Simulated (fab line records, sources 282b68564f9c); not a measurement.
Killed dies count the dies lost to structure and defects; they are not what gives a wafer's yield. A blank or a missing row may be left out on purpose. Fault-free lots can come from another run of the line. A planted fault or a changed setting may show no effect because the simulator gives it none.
What tool caused it? | flow ritCmos | 7 lots, 21 wafers sampled, at 2 steps of a route of 202

== WHAT EACH GAUGE READ, for each wafer ==
RIT_ACTIVE_THK_MEAS_02.
lot  | measured    | on           | ACTIVE_OXIDE_THK (nm)
L322 | day 1 17:03 | filmMetro-04 | 46.2 44.5 45.7
L324 | day 2 03:04 | filmMetro-04 | 47.2 47.2 46.5
L326 | day 2 13:04 | filmMetro-02 | 46.6 46.2 46.2
L329 | day 3 04:04 | filmMetro-02 | 46.6 47.4 46.7
L333 | day 4 00:38 | filmMetro-02 | 44.9 44.7 45.9
L341 | day 5 16:05 | filmMetro-02 | 33.8 33.9 33.7
L343 | day 6 02:04 | filmMetro-02 | 47.2 47.6 46.7

== TOOL THAT RAN EACH LOT (tool first, then ch and the chambers of the sampled wafers, then the start) ==
lot  | RIT_ACTIVE_OXIDATION_01
L322 | furnace-04 ch 0, day 1 15:07
L324 | furnace-01 ch 0, day 2 01:07
L326 | furnace-02 ch 0, day 2 11:07
L329 | furnace-02 ch 0, day 3 02:07
L333 | furnace-02 ch 0, day 3 22:42
L341 | furnace-02 ch 0, day 5 14:08
L343 | furnace-04 ch 0, day 6 00:07
- RIT_ACTIVE_OXIDATION_01: target thk 46.8 nm, ox time 3360 s.

== THE ANSWER, worked out from the rows above alone ==
Rule: what is usual is taken from the lots themselves. Put in order of their means at a reading, lots are off if they are a third of the lots or fewer, leave a main group of 4 or more, and stand apart from it by a gap of 3 or more times the standard deviation of the main group's means; of several such gaps the widest counts. Not used: any main group whose means are identical at the precision the tables above print for the reading. A lot without any number at a reading at which 4 lots or more have one is off too. All remaining lots with rows at the step are treated as sound.
Off: at RIT_ACTIVE_THK_MEAS_02 (ACTIVE_OXIDE_THK), L341. Mean 46.3 nm and standard deviation 0.77 in the main group.
A tool fits if, at a process step before that reading, it ran every lot that is off, and no sound lot after the first of them. Gauges at RIT_ACTIVE_THK_MEAS_02: tried the same way as those tools. One candidate fits, namely furnace-02 at RIT_ACTIVE_OXIDATION_01. A fault onset in the window from L333 (day 3 22:42, its last sound lot) to L341 (day 5 14:08, its first lot off) fits.

== WHAT THE SIMULATOR HAD PUT IN ==
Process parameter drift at RIT_ACTIVE_OXIDATION_01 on furnace-02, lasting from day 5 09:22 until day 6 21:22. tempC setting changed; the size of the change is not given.
Struck lots among those shown: L341. Same finding as the rule above.
